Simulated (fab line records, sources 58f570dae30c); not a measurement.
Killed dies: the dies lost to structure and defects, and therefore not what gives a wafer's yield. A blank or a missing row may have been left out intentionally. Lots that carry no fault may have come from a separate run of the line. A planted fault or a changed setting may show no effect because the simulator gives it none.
fab line records / flow berkeleyCmos170
[record] lots = 15 wafers = 45 lastDay = 12
route steps=331 shown NWELL@24 ACTIVE@74 NVT@110 PVT@123
lots untouched by any fault: they come from a run of this same line in which no faults occurred
startH: hours from the record's opening day to when the first of the lot's shown wafers began / waitH: hours elapsed since this lot's preceding step / " the same as in the row above / L1.1+2: a single row standing in for several wafers / - no value, or no start given / * or withheld: withheld / < > ~ a bound
route shown NAME@n: NAME is a module with steps in the file, n the number in the route of the first one / usual: average and standard deviation across the fault-free wafers / same: alike in all rows / chamber/n: place in a boat / sites: the reading at each site / _std_site: standard deviation of those values / _edge_site: inner sites' mean taken away from outer sites' mean / radiusMm: how far each site lies from the wafer's centre / mask NAME#n: copy n / behind: the tool/chamber that last shaped the wafer / hold: the reason the lot was held/the length of the hold in hours/how it ended / device: transistor that didn't switch, given as n, p or np / end of line: the route-end tests of the same wafers / step lacking rows: just its recipe / killed: at the first sort, the dies lost to defects and structure; wafer yield is something else / map: per-die view of a wafer (x killed, . not killed, _ where there is no die)
set.NAME: the setting the step ran with; set.NAME@STEP: the setting that earlier step ran with / model.NAME: the simulator's own value behind a step, which no gauge read
the route's steps for a sample of lots (tables are steps, rows are wafers)
services: the hour from which a tool's chamber was out of use, counted from the record's first day as startH (under 0 if before that day), plus the number of hours and why
[[steps]]
[step UCB170_NWELL_PEB_10]
[recipe] pebTempC = 130 pebTimeS = withheld resist = KrF
[usual] chillPlateTempC = 23.00/0.11 exhaustPa = 45.1/0.96
lot.wafer=L656.2 tool=lithoTrack-02 chamber=0 startH=36.47 waitH=0.1 chillPlateTempC=22.99 exhaustPa=44.2
lot.wafer=L656.3 tool=lithoTrack-02 chamber=0 startH=36.47 waitH=0.1 chillPlateTempC=23.02 exhaustPa=45.3
lot.wafer=L656.5 tool=lithoTrack-02 chamber=0 startH=36.47 waitH=0.1 chillPlateTempC=23.03 exhaustPa=47.4
lot.wafer=L657.3 tool=lithoTrack-01 chamber=0 startH=46.00 waitH=0.3 chillPlateTempC=23.05 exhaustPa=45.2
lot.wafer=L657.5 tool=lithoTrack-01 chamber=0 startH=46.00 waitH=0.3 chillPlateTempC=23.07 exhaustPa=43.6
lot.wafer=L657.6 tool=lithoTrack-01 chamber=0 startH=46.00 waitH=0.3 chillPlateTempC=23.11 exhaustPa=44.7
lot.wafer=L660.2 tool=lithoTrack-01 chamber=0 startH=58.19 waitH=0.4 chillPlateTempC=23.06 exhaustPa=45.9
lot.wafer=L660.4 tool=lithoTrack-01 chamber=0 startH=58.19 waitH=0.4 chillPlateTempC=23.18 exhaustPa=44.5
lot.wafer=L660.6 tool=lithoTrack-01 chamber=0 startH=58.19 waitH=0.4 chillPlateTempC=23.21 exhaustPa=45.4
lot.wafer=L662.3 tool=lithoTrack-01 chamber=0 startH=64.69 waitH=0.5 chillPlateTempC=23.08 exhaustPa=44.8
lot.wafer=L662.4 tool=lithoTrack-01 chamber=0 startH=64.69 waitH=0.5 chillPlateTempC=22.94 exhaustPa=44.1
lot.wafer=L662.5 tool=lithoTrack-01 chamber=0 startH=64.69 waitH=0.5 chillPlateTempC=22.97 exhaustPa=45.3
lot.wafer=L663.2 tool=lithoTrack-01 chamber=0 startH=71.96 waitH=0.2 chillPlateTempC=23.05 exhaustPa=45.2
lot.wafer=L663.3 tool=lithoTrack-01 chamber=0 startH=71.96 waitH=0.2 chillPlateTempC=23.05 exhaustPa=46.1
lot.wafer=L663.4 tool=lithoTrack-01 chamber=0 startH=71.96 waitH=0.2 chillPlateTempC=22.99 exhaustPa=46.7
lot.wafer=L664.1 tool=lithoTrack-02 chamber=0 startH=76.44 waitH=0.5 chillPlateTempC=23.04 exhaustPa=44.3
lot.wafer=L664.5 tool=lithoTrack-02 chamber=0 startH=76.44 waitH=0.5 chillPlateTempC=22.96 exhaustPa=43.7
lot.wafer=L664.6 tool=lithoTrack-02 chamber=0 startH=76.44 waitH=0.5 chillPlateTempC=23.15 exhaustPa=44.3
lot.wafer=L665.1 tool=lithoTrack-02 chamber=0 startH=79.96 waitH=0.2 chillPlateTempC=23.11 exhaustPa=43.9
lot.wafer=L665.2 tool=lithoTrack-02 chamber=0 startH=79.96 waitH=0.2 chillPlateTempC=23.17 exhaustPa=44.4
lot.wafer=L665.5 tool=lithoTrack-02 chamber=0 startH=79.96 waitH=0.2 chillPlateTempC=23.07 exhaustPa=43.0
lot.wafer=L666.2 tool=lithoTrack-01 chamber=0 startH=85.93 waitH=0.1 chillPlateTempC=22.90 exhaustPa=45.3
lot.wafer=L666.3 tool=lithoTrack-01 chamber=0 startH=85.93 waitH=0.1 chillPlateTempC=22.98 exhaustPa=43.8
lot.wafer=L666.4 tool=lithoTrack-01 chamber=0 startH=85.93 waitH=0.1 chillPlateTempC=22.94 exhaustPa=43.2
lot.wafer=L667.2 tool=lithoTrack-01 chamber=- startH=88.83 waitH=0.1 chillPlateTempC=- exhaustPa=-
lot.wafer=L667.3 tool=lithoTrack-01 chamber=- startH=88.83 waitH=0.1 chillPlateTempC=- exhaustPa=-
lot.wafer=L667.4 tool=lithoTrack-01 chamber=- startH=88.83 waitH=0.1 chillPlateTempC=- exhaustPa=-
lot.wafer=L670.1 tool=lithoTrack-02 chamber=- startH=103.39 waitH=0.1 chillPlateTempC=- exhaustPa=-
lot.wafer=L670.3 tool=lithoTrack-02 chamber=- startH=103.39 waitH=0.1 chillPlateTempC=- exhaustPa=-
lot.wafer=L670.4 tool=lithoTrack-02 chamber=- startH=103.39 waitH=0.1 chillPlateTempC=- exhaustPa=-
lot.wafer=L669.3 tool=lithoTrack-01 chamber=- startH=103.85 waitH=0.3 chillPlateTempC=- exhaustPa=-
lot.wafer=L669.5 tool=lithoTrack-01 chamber=- startH=103.85 waitH=0.3 chillPlateTempC=- exhaustPa=-
lot.wafer=L669.6 tool=lithoTrack-01 chamber=- startH=103.85 waitH=0.3 chillPlateTempC=- exhaustPa=-
lot.wafer=L672.1 tool=lithoTrack-03 chamber=0 startH=117.76 waitH=0.5 chillPlateTempC=23.14 exhaustPa=46.4
lot.wafer=L672.2 tool=lithoTrack-03 chamber=0 startH=117.76 waitH=0.5 chillPlateTempC=23.17 exhaustPa=46.0
lot.wafer=L672.5 tool=lithoTrack-03 chamber=0 startH=117.76 waitH=0.5 chillPlateTempC=23.08 exhaustPa=47.1
lot.wafer=L671.1 tool=lithoTrack-02 chamber=0 startH=117.92 waitH=0.4 chillPlateTempC=22.95 exhaustPa=44.5
lot.wafer=L671.5 tool=lithoTrack-02 chamber=0 startH=117.92 waitH=0.4 chillPlateTempC=23.03 exhaustPa=46.3
lot.wafer=L671.6 tool=lithoTrack-02 chamber=0 startH=117.92 waitH=0.4 chillPlateTempC=23.08 exhaustPa=44.8
lot.wafer=L677.1 tool=lithoTrack-02 chamber=0 startH=144.81 waitH=0.4 chillPlateTempC=22.88 exhaustPa=43.8
lot.wafer=L677.2 tool=lithoTrack-02 chamber=0 startH=144.81 waitH=0.4 chillPlateTempC=22.82 exhaustPa=44.1
lot.wafer=L677.5 tool=lithoTrack-02 chamber=0 startH=144.81 waitH=0.4 chillPlateTempC=22.91 exhaustPa=44.8
lot.wafer=L678.1 tool=lithoTrack-01 chamber=0 startH=145.07 waitH=0.4 chillPlateTempC=22.81 exhaustPa=44.7
lot.wafer=L678.4 tool=lithoTrack-01 chamber=0 startH=145.07 waitH=0.4 chillPlateTempC=23.03 exhaustPa=45.5
lot.wafer=L678.6 tool=lithoTrack-01 chamber=0 startH=145.07 waitH=0.4 chillPlateTempC=23.08 exhaustPa=44.4
[step UCB170_ACTIVE_OVL_MEAS_14]
[usual] ACTIVE_OVL = 1/6.3
lot.wafer=L656.2 tool=overlay-02 chamber=- startH=89.06 waitH=0.1 ACTIVE_OVL[nm]=10
lot.wafer=L656.3 tool=overlay-02 chamber=- startH=89.06 waitH=0.1 ACTIVE_OVL[nm]=18
lot.wafer=L656.5 tool=overlay-02 chamber=- startH=89.06 waitH=0.1 ACTIVE_OVL[nm]=18
lot.wafer=L657.3 tool=overlay-01 chamber=- startH=99.03 waitH=0.1 ACTIVE_OVL[nm]=-1
lot.wafer=L657.5 tool=overlay-01 chamber=- startH=99.03 waitH=0.1 ACTIVE_OVL[nm]=-1
lot.wafer=L657.6 tool=overlay-01 chamber=- startH=99.03 waitH=0.1 ACTIVE_OVL[nm]=7
lot.wafer=L660.2 tool=overlay-02 chamber=- startH=112.85 waitH=0.1 ACTIVE_OVL[nm]=-3
lot.wafer=L660.4 tool=overlay-02 chamber=- startH=112.85 waitH=0.1 ACTIVE_OVL[nm]=4
lot.wafer=L660.6 tool=overlay-02 chamber=- startH=112.85 waitH=0.1 ACTIVE_OVL[nm]=-3
lot.wafer=L662.3 tool=overlay-01 chamber=- startH=120.12 waitH=0.1 ACTIVE_OVL[nm]=3
lot.wafer=L662.4 tool=overlay-01 chamber=- startH=120.12 waitH=0.1 ACTIVE_OVL[nm]=-3
lot.wafer=L662.5 tool=overlay-01 chamber=- startH=120.12 waitH=0.1 ACTIVE_OVL[nm]=3
lot.wafer=L663.2 tool=overlay-01 chamber=- startH=128.12 waitH=0.1 ACTIVE_OVL[nm]=4
lot.wafer=L663.3 tool=overlay-01 chamber=- startH=128.12 waitH=0.1 ACTIVE_OVL[nm]=2
lot.wafer=L663.4 tool=overlay-01 chamber=- startH=128.12 waitH=0.1 ACTIVE_OVL[nm]=15
lot.wafer=L665.1 tool=overlay-02 chamber=- startH=133.62 waitH=0.1 ACTIVE_OVL[nm]=-2
lot.wafer=L665.2 tool=overlay-02 chamber=- startH=133.62 waitH=0.1 ACTIVE_OVL[nm]=-4
lot.wafer=L665.5 tool=overlay-02 chamber=- startH=133.62 waitH=0.1 ACTIVE_OVL[nm]=-2
lot.wafer=L666.2 tool=overlay-01 chamber=- startH=133.63 waitH=0.1 ACTIVE_OVL[nm]=-10
lot.wafer=L666.3 tool=overlay-01 chamber=- startH=133.63 waitH=0.1 ACTIVE_OVL[nm]=2
lot.wafer=L666.4 tool=overlay-01 chamber=- startH=133.63 waitH=0.1 ACTIVE_OVL[nm]=-7
lot.wafer=L664.1 tool=overlay-01 chamber=- startH=134.14 waitH=0.1 ACTIVE_OVL[nm]=1
lot.wafer=L664.5 tool=overlay-01 chamber=- startH=134.14 waitH=0.1 ACTIVE_OVL[nm]=3
lot.wafer=L664.6 tool=overlay-01 chamber=- startH=134.14 waitH=0.1 ACTIVE_OVL[nm]=-1
lot.wafer=L671.1 tool=overlay-02 chamber=- startH=168.73 waitH=0.1 ACTIVE_OVL[nm]=4
lot.wafer=L671.5 tool=overlay-02 chamber=- startH=168.73 waitH=0.1 ACTIVE_OVL[nm]=-6
lot.wafer=L671.6 tool=overlay-02 chamber=- startH=168.73 waitH=0.1 ACTIVE_OVL[nm]=6
lot.wafer=L672.1 tool=overlay-02 chamber=- startH=176.89 waitH=0.1 ACTIVE_OVL[nm]=-6
lot.wafer=L672.2 tool=overlay-02 chamber=- startH=176.89 waitH=0.1 ACTIVE_OVL[nm]=-5
lot.wafer=L672.5 tool=overlay-02 chamber=- startH=176.89 waitH=0.1 ACTIVE_OVL[nm]=-5
lot.wafer=L678.1 tool=overlay-02 chamber=- startH=197.05 waitH=0.1 ACTIVE_OVL[nm]=0
lot.wafer=L678.4 tool=overlay-02 chamber=- startH=197.05 waitH=0.1 ACTIVE_OVL[nm]=6
lot.wafer=L678.6 tool=overlay-02 chamber=- startH=197.05 waitH=0.1 ACTIVE_OVL[nm]=6
lot.wafer=L677.1 tool=overlay-02 chamber=- startH=197.32 waitH=0.1 ACTIVE_OVL[nm]=-5
lot.wafer=L677.2 tool=overlay-02 chamber=- startH=197.32 waitH=0.1 ACTIVE_OVL[nm]=3
lot.wafer=L677.5 tool=overlay-02 chamber=- startH=197.32 waitH=0.1 ACTIVE_OVL[nm]=-9
[step UCB170_NVT_OVL_MEAS_06]
[usual] NVT_OVL = 0/5.3
lot.wafer=L656.2 tool=overlay-01 chamber=- startH=127.72 waitH=- NVT_OVL[nm]=2
lot.wafer=L656.3 tool=overlay-01 chamber=- startH=127.72 waitH=- NVT_OVL[nm]=2
lot.wafer=L656.5 tool=overlay-01 chamber=- startH=127.72 waitH=- NVT_OVL[nm]=-5
lot.wafer=L657.3 tool=overlay-01 chamber=- startH=136.73 waitH=- NVT_OVL[nm]=3
lot.wafer=L657.5 tool=overlay-01 chamber=- startH=136.73 waitH=- NVT_OVL[nm]=-12
lot.wafer=L657.6 tool=overlay-01 chamber=- startH=136.73 waitH=- NVT_OVL[nm]=-3
lot.wafer=L662.3 tool=overlay-02 chamber=- startH=153.09 waitH=- NVT_OVL[nm]=2
lot.wafer=L662.4 tool=overlay-02 chamber=- startH=153.09 waitH=- NVT_OVL[nm]=-5
lot.wafer=L662.5 tool=overlay-02 chamber=- startH=153.09 waitH=- NVT_OVL[nm]=2
lot.wafer=L660.2 tool=overlay-02 chamber=- startH=153.28 waitH=- NVT_OVL[nm]=-3
lot.wafer=L660.4 tool=overlay-02 chamber=- startH=153.28 waitH=- NVT_OVL[nm]=3
lot.wafer=L660.6 tool=overlay-02 chamber=- startH=153.28 waitH=- NVT_OVL[nm]=12
lot.wafer=L663.2 tool=overlay-02 chamber=- startH=164.51 waitH=- NVT_OVL[nm]=0
lot.wafer=L663.3 tool=overlay-02 chamber=- startH=164.51 waitH=- NVT_OVL[nm]=-3
lot.wafer=L663.4 tool=overlay-02 chamber=- startH=164.51 waitH=- NVT_OVL[nm]=1
lot.wafer=L664.1 tool=overlay-01 chamber=- startH=171.25 waitH=- NVT_OVL[nm]=-6
lot.wafer=L664.5 tool=overlay-01 chamber=- startH=171.25 waitH=- NVT_OVL[nm]=-9
lot.wafer=L664.6 tool=overlay-01 chamber=- startH=171.25 waitH=- NVT_OVL[nm]=3
lot.wafer=L665.1 tool=overlay-01 chamber=- startH=171.48 waitH=- NVT_OVL[nm]=-11
lot.wafer=L665.2 tool=overlay-01 chamber=- startH=171.48 waitH=- NVT_OVL[nm]=-1
lot.wafer=L665.5 tool=overlay-01 chamber=- startH=171.48 waitH=- NVT_OVL[nm]=-5
lot.wafer=L666.2 tool=overlay-02 chamber=- startH=171.53 waitH=- NVT_OVL[nm]=2
lot.wafer=L666.3 tool=overlay-02 chamber=- startH=171.53 waitH=- NVT_OVL[nm]=2
lot.wafer=L666.4 tool=overlay-02 chamber=- startH=171.53 waitH=- NVT_OVL[nm]=-1
lot.wafer=L671.1 tool=overlay-01 chamber=- startH=204.98 waitH=- NVT_OVL[nm]=8
lot.wafer=L671.5 tool=overlay-01 chamber=- startH=204.98 waitH=- NVT_OVL[nm]=5
lot.wafer=L671.6 tool=overlay-01 chamber=- startH=204.98 waitH=- NVT_OVL[nm]=2
lot.wafer=L672.1 tool=overlay-01 chamber=- startH=214.31 waitH=- NVT_OVL[nm]=6
lot.wafer=L672.2 tool=overlay-01 chamber=- startH=214.31 waitH=- NVT_OVL[nm]=-2
lot.wafer=L672.5 tool=overlay-01 chamber=- startH=214.31 waitH=- NVT_OVL[nm]=3
lot.wafer=L677.1 tool=overlay-01 chamber=- startH=234.15 waitH=- NVT_OVL[nm]=-8
lot.wafer=L677.2 tool=overlay-01 chamber=- startH=234.15 waitH=- NVT_OVL[nm]=-3
lot.wafer=L677.5 tool=overlay-01 chamber=- startH=234.15 waitH=- NVT_OVL[nm]=-12
lot.wafer=L678.1 tool=overlay-02 chamber=- startH=234.39 waitH=- NVT_OVL[nm]=1
lot.wafer=L678.4 tool=overlay-02 chamber=- startH=234.39 waitH=- NVT_OVL[nm]=4
lot.wafer=L678.6 tool=overlay-02 chamber=- startH=234.39 waitH=- NVT_OVL[nm]=9
[step UCB170_PVT_STRIP_08]
[recipe] chemistry = O2 powerW = 400 pressureMtorr = 3500 platenTempC = withheld o2FlowSccm = 400 overashFraction = 0.5
[usual] drypumpMotorCurrentA = 6.1/0.37 oesProductAu = 0.734/0.0044 stripTimeToEndpointS = 21.62/0.065
lot.wafer=L656.2 tool=plasmaAsher-03 chamber=1 startH=131.04 waitH=0.1 drypumpMotorCurrentA=5.7 oesProductAu=0.734 rfHoursCounterH=1 stripTimeToEndpointS=21.57
lot.wafer=L656.3 tool=plasmaAsher-03 chamber=0 startH=131.04 waitH=0.1 drypumpMotorCurrentA=6.0 oesProductAu=0.735 rfHoursCounterH=- stripTimeToEndpointS=21.66
lot.wafer=L656.5 tool=plasmaAsher-03 chamber=0 startH=131.04 waitH=0.1 drypumpMotorCurrentA=6.0 oesProductAu=0.730 rfHoursCounterH=- stripTimeToEndpointS=21.66
lot.wafer=L657.3 tool=plasmaAsher-02 chamber=1 startH=139.41 waitH=0.1 drypumpMotorCurrentA=6.6 oesProductAu=0.726 rfHoursCounterH=- stripTimeToEndpointS=21.65
lot.wafer=L657.5 tool=plasmaAsher-02 chamber=0 startH=139.41 waitH=0.1 drypumpMotorCurrentA=5.6 oesProductAu=0.735 rfHoursCounterH=- stripTimeToEndpointS=21.59
lot.wafer=L657.6 tool=plasmaAsher-02 chamber=1 startH=139.41 waitH=0.1 drypumpMotorCurrentA=6.6 oesProductAu=0.729 rfHoursCounterH=- stripTimeToEndpointS=21.66
lot.wafer=L662.3 tool=plasmaAsher-01 chamber=0 startH=155.70 waitH=0.1 drypumpMotorCurrentA=6.5 oesProductAu=0.729 rfHoursCounterH=- stripTimeToEndpointS=21.64
lot.wafer=L662.4 tool=plasmaAsher-01 chamber=1 startH=155.70 waitH=0.1 drypumpMotorCurrentA=6.0 oesProductAu=0.740 rfHoursCounterH=- stripTimeToEndpointS=21.60
lot.wafer=L662.5 tool=plasmaAsher-01 chamber=1 startH=155.70 waitH=0.1 drypumpMotorCurrentA=6.0 oesProductAu=0.734 rfHoursCounterH=- stripTimeToEndpointS=21.62
lot.wafer=L660.2 tool=plasmaAsher-03 chamber=1 startH=156.15 waitH=0.1 drypumpMotorCurrentA=5.8 oesProductAu=0.733 rfHoursCounterH=4 stripTimeToEndpointS=21.55
lot.wafer=L660.4 tool=plasmaAsher-03 chamber=1 startH=156.15 waitH=0.1 drypumpMotorCurrentA=5.8 oesProductAu=0.739 rfHoursCounterH=- stripTimeToEndpointS=21.54
lot.wafer=L660.6 tool=plasmaAsher-03 chamber=0 startH=156.15 waitH=0.1 drypumpMotorCurrentA=6.0 oesProductAu=0.735 rfHoursCounterH=- stripTimeToEndpointS=21.52
lot.wafer=L663.2 tool=plasmaAsher-02 chamber=1 startH=166.21 waitH=0.1 drypumpMotorCurrentA=6.7 oesProductAu=0.735 rfHoursCounterH=38 stripTimeToEndpointS=21.53
lot.wafer=L663.3 tool=plasmaAsher-02 chamber=1 startH=166.21 waitH=0.1 drypumpMotorCurrentA=6.7 oesProductAu=0.730 rfHoursCounterH=- stripTimeToEndpointS=21.55
lot.wafer=L663.4 tool=plasmaAsher-02 chamber=0 startH=166.21 waitH=0.1 drypumpMotorCurrentA=5.6 oesProductAu=0.728 rfHoursCounterH=- stripTimeToEndpointS=21.52
lot.wafer=L664.1 tool=plasmaAsher-03 chamber=1 startH=173.96 waitH=0.1 drypumpMotorCurrentA=5.7 oesProductAu=0.728 rfHoursCounterH=6 stripTimeToEndpointS=21.59
lot.wafer=L664.5 tool=plasmaAsher-03 chamber=1 startH=173.96 waitH=0.1 drypumpMotorCurrentA=5.8 oesProductAu=0.741 rfHoursCounterH=- stripTimeToEndpointS=21.66
lot.wafer=L664.6 tool=plasmaAsher-03 chamber=0 startH=173.96 waitH=0.1 drypumpMotorCurrentA=6.0 oesProductAu=0.727 rfHoursCounterH=- stripTimeToEndpointS=21.63
lot.wafer=L665.1 tool=plasmaAsher-03 chamber=1 startH=174.19 waitH=0.1 drypumpMotorCurrentA=5.7 oesProductAu=0.736 rfHoursCounterH=6 stripTimeToEndpointS=21.60
lot.wafer=L665.2 tool=plasmaAsher-03 chamber=0 startH=174.19 waitH=0.1 drypumpMotorCurrentA=6.0 oesProductAu=0.734 rfHoursCounterH=6 stripTimeToEndpointS=21.63
lot.wafer=L665.5 tool=plasmaAsher-03 chamber=1 startH=174.19 waitH=0.1 drypumpMotorCurrentA=5.7 oesProductAu=0.732 rfHoursCounterH=- stripTimeToEndpointS=21.58
lot.wafer=L666.2 tool=plasmaAsher-01 chamber=0 startH=174.24 waitH=0.1 drypumpMotorCurrentA=6.5 oesProductAu=0.733 rfHoursCounterH=47 stripTimeToEndpointS=21.49
lot.wafer=L666.3 tool=plasmaAsher-01 chamber=0 startH=174.24 waitH=0.1 drypumpMotorCurrentA=6.5 oesProductAu=0.728 rfHoursCounterH=- stripTimeToEndpointS=21.56
lot.wafer=L666.4 tool=plasmaAsher-01 chamber=1 startH=174.24 waitH=0.1 drypumpMotorCurrentA=6.0 oesProductAu=0.737 rfHoursCounterH=- stripTimeToEndpointS=21.63
lot.wafer=L671.1 tool=plasmaAsher-03 chamber=1 startH=207.18 waitH=0.1 drypumpMotorCurrentA=5.7 oesProductAu=0.735 rfHoursCounterH=10 stripTimeToEndpointS=21.53
lot.wafer=L671.5 tool=plasmaAsher-03 chamber=1 startH=207.18 waitH=0.1 drypumpMotorCurrentA=5.7 oesProductAu=0.737 rfHoursCounterH=- stripTimeToEndpointS=21.50
lot.wafer=L671.6 tool=plasmaAsher-03 chamber=0 startH=207.18 waitH=0.1 drypumpMotorCurrentA=5.9 oesProductAu=0.735 rfHoursCounterH=- stripTimeToEndpointS=21.47
lot.wafer=L672.1 tool=plasmaAsher-01 chamber=1 startH=217.06 waitH=0.1 drypumpMotorCurrentA=6.0 oesProductAu=0.733 rfHoursCounterH=52 stripTimeToEndpointS=21.63
lot.wafer=L672.2 tool=plasmaAsher-01 chamber=0 startH=217.06 waitH=0.1 drypumpMotorCurrentA=6.5 oesProductAu=0.737 rfHoursCounterH=52 stripTimeToEndpointS=21.57
lot.wafer=L672.5 tool=plasmaAsher-01 chamber=0 startH=217.06 waitH=0.1 drypumpMotorCurrentA=6.5 oesProductAu=0.734 rfHoursCounterH=- stripTimeToEndpointS=21.64
lot.wafer=L677.1 tool=plasmaAsher-03 chamber=1 startH=235.82 waitH=0.1 drypumpMotorCurrentA=5.7 oesProductAu=0.729 rfHoursCounterH=13 stripTimeToEndpointS=21.66
lot.wafer=L677.2 tool=plasmaAsher-03 chamber=0 startH=235.82 waitH=0.1 drypumpMotorCurrentA=6.0 oesProductAu=0.740 rfHoursCounterH=13 stripTimeToEndpointS=21.64
lot.wafer=L677.5 tool=plasmaAsher-03 chamber=1 startH=235.82 waitH=0.1 drypumpMotorCurrentA=5.8 oesProductAu=0.727 rfHoursCounterH=- stripTimeToEndpointS=21.60
lot.wafer=L678.1 tool=plasmaAsher-01 chamber=1 startH=236.06 waitH=0.1 drypumpMotorCurrentA=6.0 oesProductAu=0.739 rfHoursCounterH=54 stripTimeToEndpointS=21.64
lot.wafer=L678.4 tool=plasmaAsher-01 chamber=0 startH=236.06 waitH=0.1 drypumpMotorCurrentA=6.5 oesProductAu=0.733 rfHoursCounterH=- stripTimeToEndpointS=21.70
lot.wafer=L678.6 tool=plasmaAsher-01 chamber=1 startH=236.06 waitH=0.1 drypumpMotorCurrentA=6.0 oesProductAu=0.733 rfHoursCounterH=- stripTimeToEndpointS=21.67
[[services]]
tool=plasmaAsher-03 chamber=- startH=62.29 hours=10.2 kind=repair
tool=plasmaAsher-03 chamber=- startH=108.75 hours=9.0 kind=pm
tool=plasmaAsher-03 chamber=0 startH=108.75 hours=9.0 kind=ventCycle
tool=plasmaAsher-03 chamber=1 startH=108.75 hours=9.0 kind=ventCycle
tool=plasmaAsher-03 chamber=0 startH=117.75 hours=- kind=clean
tool=plasmaAsher-03 chamber=1 startH=117.75 hours=- kind=clean
tool=plasmaAsher-03 chamber=- startH=140.71 hours=2.9 kind=repair
tool=plasmaAsher-03 chamber=- startH=156.29 hours=0.7 kind=repair
tool=plasmaAsher-02 chamber=- startH=192.53 hours=0.7 kind=repair
[[key]]
[firstSign] step = UCB170_NWELL_PEB_10 reading = toolRecord direction = missing
effect none on later readings
metAt UCB170_NWELL_PEB_10
struckLots L667,L669,L670
laterRowsLeftOut L667.2,L667.3,L667.4,L669.3,L669.5,L669.6,L670.1,L670.3,L670.4
sortLeftOut L667.2,L667.3,L667.4,L669.3,L669.5,L669.6,L670.1,L670.3,L670.4
testerLeftOut L667,L669,L670
notActingAt UCB170_ACTIVE_OVL_MEAS_14,UCB170_NVT_OVL_MEAS_06,UCB170_PVT_STRIP_08
onsetBetween 85.93 88.83
[fault] kind = skippedStepWhole tool = lithoTrack-01,lithoTrack-02 chamber = - onsetH = 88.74 steps = UCB170_NWELL_PEB_10 scope = struckLotsOnly
// testerLeftOut: of these lots the tester's yield and bins aren't shown, on N5 and GAA mostly nor the transistor test; their killed dies are dies lost to structure and defects alone, not to doping, threshold or leakage, so they don't give the yield
// sortLeftOut: the simulated sort isn't trusted on such a fault, so these wafers' sort isn't shown, and their yield isn't known
// laterRowsLeftOut: the simulator's readings of these wafers behind a module that went badly wrong aren't trusted and aren't shown, but for the sort
